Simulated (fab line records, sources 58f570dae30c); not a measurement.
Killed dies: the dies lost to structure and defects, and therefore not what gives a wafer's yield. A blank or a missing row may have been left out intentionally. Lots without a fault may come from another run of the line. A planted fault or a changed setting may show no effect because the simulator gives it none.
Which of the tools did it? || flow berkeley-cmos170 || Sampling: 13 lots, 39 wafers, 3 of 331 route steps

WHAT THE GAUGES SHOWED, per wafer
UCB170_NWELL_OVL_MEAS_12. Usual: NWELL_OVL typically reads 1 nm, with standard deviation 5.
{"lot": "L176", "measured": "day 2 10:37", "on": "overlay-02", "NWELL_OVL (nm)": "0 -3 -6", "flag": ""}
{"lot": "L177", "measured": "day 2 16:04", "on": "overlay-01", "NWELL_OVL (nm)": "8 -3 12", "flag": ""}
{"lot": "L179", "measured": "day 2 21:22", "on": "overlay-01", "NWELL_OVL (nm)": "6 11 1", "flag": ""}
{"lot": "L180", "measured": "day 3 06:46", "on": "overlay-01", "NWELL_OVL (nm)": "-3 4 6", "flag": ""}
{"lot": "L181", "measured": "day 3 15:10", "on": "overlay-02", "NWELL_OVL (nm)": "6 10 9", "flag": ""}
{"lot": "L186", "measured": "day 4 09:07", "on": "overlay-02", "NWELL_OVL (nm)": "12 5 1", "flag": ""}
{"lot": "L187", "measured": "day 4 15:32", "on": "overlay-02", "NWELL_OVL (nm)": "-5 -6 -2", "flag": ""}
{"lot": "L188", "measured": "day 4 21:02", "on": "overlay-01", "NWELL_OVL (nm)": "8 0 1", "flag": ""}
{"lot": "L189", "measured": "day 5 02:26", "on": "overlay-02", "NWELL_OVL (nm)": "9 3 0", "flag": ""}
{"lot": "L193", "measured": "day 6 01:52", "on": "overlay-02", "NWELL_OVL (nm)": "-5 5 -5", "flag": ""}
{"lot": "L194", "measured": "day 6 05:49", "on": "overlay-01", "NWELL_OVL (nm)": "4 5 2", "flag": ""}
{"lot": "L197", "measured": "day 6 16:53", "on": "overlay-01", "NWELL_OVL (nm)": "2 2 4", "flag": ""}
{"lot": "L198", "measured": "day 6 17:27", "on": "overlay-01", "NWELL_OVL (nm)": "-1 5 -4", "flag": ""}

UCB170_M1_THK_MEAS_02: measures by xrf. Usual: M1_AL_THK typically reads 614 nm, with standard deviation 8.6.
{"lot": "L176", "measured": "day 6 21:14", "on": "film-metro-02", "M1_AL_THK (nm)": "610 614 614", "flag": ""}
{"lot": "L177", "measured": "day 7 16:31", "on": "film-metro-03", "M1_AL_THK (nm)": "616 622 624", "flag": ""}
{"lot": "L179", "measured": "day 8 01:41", "on": "film-metro-03", "M1_AL_THK (nm)": "598 611 604", "flag": ""}
{"lot": "L180", "measured": "day 8 01:55", "on": "film-metro-04", "M1_AL_THK (nm)": "625 633 629", "flag": ""}
{"lot": "L181", "measured": "day 8 20:14", "on": "film-metro-03", "M1_AL_THK (nm)": "602 617 616", "flag": ""}
{"lot": "L186", "measured": "day 9 14:55", "on": "film-metro-04", "M1_AL_THK (nm)": "616 604 605", "flag": ""}
{"lot": "L187", "measured": "day 10 00:42", "on": "film-metro-04", "M1_AL_THK (nm)": "633 615 625", "flag": ""}
{"lot": "L188", "measured": "day 9 22:05", "on": "film-metro-04", "M1_AL_THK (nm)": "606 603 606", "flag": ""}
{"lot": "L189", "measured": "day 9 22:04", "on": "film-metro-03", "M1_AL_THK (nm)": "622 607 628", "flag": ""}
{"lot": "L193", "measured": "day 11 00:02", "on": "film-metro-04", "M1_AL_THK (nm)": "615 620 622", "flag": ""}
{"lot": "L194", "measured": "day 10 23:49", "on": "film-metro-02", "M1_AL_THK (nm)": "615 624 624", "flag": ""}
{"lot": "L197", "measured": "day 11 15:11", "on": "film-metro-02", "M1_AL_THK (nm)": "628 611 618", "flag": ""}
{"lot": "L198", "measured": "day 11 14:26", "on": "film-metro-03", "M1_AL_THK (nm)": "617 602 602", "flag": ""}

WHAT TOOL EACH LOT RAN ON (gives the tool, then ch and the chambers of the sampled wafers, and finally the start)
{"lot": "L176", "UCB170_PFIELD_STRIP_08": "plasma-asher-02 ch 0,1, day 4 05:33"}
{"lot": "L177", "UCB170_PFIELD_STRIP_08": "plasma-asher-03 ch 0,1, day 4 14:18"}
{"lot": "L179", "UCB170_PFIELD_STRIP_08": "plasma-asher-04 ch 0,1, day 5 04:01"}
{"lot": "L180", "UCB170_PFIELD_STRIP_08": "plasma-asher-03 ch 0,1, day 5 06:33"}
{"lot": "L181", "UCB170_PFIELD_STRIP_08": "plasma-asher-03 ch 0,1, day 5 18:08"}
{"lot": "L186", "UCB170_PFIELD_STRIP_08": "plasma-asher-04 ch 0, day 6 15:10"}
{"lot": "L187", "UCB170_PFIELD_STRIP_08": "plasma-asher-02 ch 0,1, day 6 22:26"}
{"lot": "L188", "UCB170_PFIELD_STRIP_08": "plasma-asher-03 ch 1, day 7 01:11"}
{"lot": "L189", "UCB170_PFIELD_STRIP_08": "plasma-asher-04 ch 0,1, day 7 01:29"}
{"lot": "L193", "UCB170_PFIELD_STRIP_08": "plasma-asher-03 ch 0,1, day 8 07:16"}
{"lot": "L194", "UCB170_PFIELD_STRIP_08": "plasma-asher-04 ch 0,1, day 8 07:44"}
{"lot": "L197", "UCB170_PFIELD_STRIP_08": "plasma-asher-02 ch 0,1, day 8 21:17"}
{"lot": "L198", "UCB170_PFIELD_STRIP_08": "plasma-asher-02 ch 0,1, day 8 21:50"}
- UCB170_PFIELD_STRIP_08: strips in O2.

AS READ BY THE TOOLS THEMSELVES (means over the sampled wafers that have a number; for cases with no such wafer, the mark the record gives instead)
UCB170_PFIELD_STRIP_08. Usual: drypump-motor-current-A 5.6 A, standard deviation 0.49; oes-product-au 0.734 a.u., standard deviation 0.0043; strip-time-to-endpoint-s 21.61 s, standard deviation 0.067.
{"lot": "L176", "tool": "plasma-asher-02", "drypump-motor-current-A (A)": 5.1, "oes-product-au (a.u.)": 0.732, "strip-time-to-endpoint-s (s)": 21.67, "flag": ""}
{"lot": "L177", "tool": "plasma-asher-03", "drypump-motor-current-A (A)": 5.7, "oes-product-au (a.u.)": 0.735, "strip-time-to-endpoint-s (s)": 21.59, "flag": ""}
{"lot": "L179", "tool": "plasma-asher-04", "drypump-motor-current-A (A)": 5.9, "oes-product-au (a.u.)": 0.730, "strip-time-to-endpoint-s (s)": 21.77, "flag": ""}
{"lot": "L180", "tool": "plasma-asher-03", "drypump-motor-current-A (A)": 5.9, "oes-product-au (a.u.)": 0.736, "strip-time-to-endpoint-s (s)": 21.52, "flag": ""}
{"lot": "L181", "tool": "plasma-asher-03", "drypump-motor-current-A (A)": 6.0, "oes-product-au (a.u.)": 0.736, "strip-time-to-endpoint-s (s)": 21.62, "flag": ""}
{"lot": "L186", "tool": "plasma-asher-04", "drypump-motor-current-A (A)": 6.2, "oes-product-au (a.u.)": 0.735, "strip-time-to-endpoint-s (s)": 21.59, "flag": ""}
{"lot": "L187", "tool": "plasma-asher-02", "drypump-motor-current-A (A)": 5.0, "oes-product-au (a.u.)": 0.731, "strip-time-to-endpoint-s (s)": 21.67, "flag": ""}
{"lot": "L188", "tool": "plasma-asher-03", "drypump-motor-current-A (A)": 5.5, "oes-product-au (a.u.)": 0.735, "strip-time-to-endpoint-s (s)": 21.60, "flag": ""}
{"lot": "L189", "tool": "plasma-asher-04", "drypump-motor-current-A (A)": 6.1, "oes-product-au (a.u.)": 0.737, "strip-time-to-endpoint-s (s)": 21.59, "flag": ""}
{"lot": "L193", "tool": "plasma-asher-03", "drypump-motor-current-A (A)": 5.7, "oes-product-au (a.u.)": 0.738, "strip-time-to-endpoint-s (s)": 21.65, "flag": ""}
{"lot": "L194", "tool": "plasma-asher-04", "drypump-motor-current-A (A)": 5.9, "oes-product-au (a.u.)": 0.733, "strip-time-to-endpoint-s (s)": 21.58, "flag": ""}
{"lot": "L197", "tool": "plasma-asher-02", "drypump-motor-current-A (A)": 5.1, "oes-product-au (a.u.)": 0.733, "strip-time-to-endpoint-s (s)": 21.64, "flag": ""}
{"lot": "L198", "tool": "plasma-asher-02", "drypump-motor-current-A (A)": 5.0, "oes-product-au (a.u.)": 0.736, "strip-time-to-endpoint-s (s)": 21.59, "flag": ""}

THE ANSWER, worked out from the rows above alone
Rule: a lot is off if the mean of its wafers that have a number lies more than 3 standard deviations from the usual mean. Also off: a lot with no number at a reading for which 4 or more lots have one. Any other lot the step has rows for is counted as sound. After the gauges, taken in route order, come the tools' own readings; for these a lot's mean is taken, as printed above. At the first step where some lot is off, the reading lying furthest off is the one used; lots without a number count as furthest.
Nothing can be told from this: no lot is off at any reading shown.

WHAT HAD BEEN PUT IN BY THE SIMULATOR
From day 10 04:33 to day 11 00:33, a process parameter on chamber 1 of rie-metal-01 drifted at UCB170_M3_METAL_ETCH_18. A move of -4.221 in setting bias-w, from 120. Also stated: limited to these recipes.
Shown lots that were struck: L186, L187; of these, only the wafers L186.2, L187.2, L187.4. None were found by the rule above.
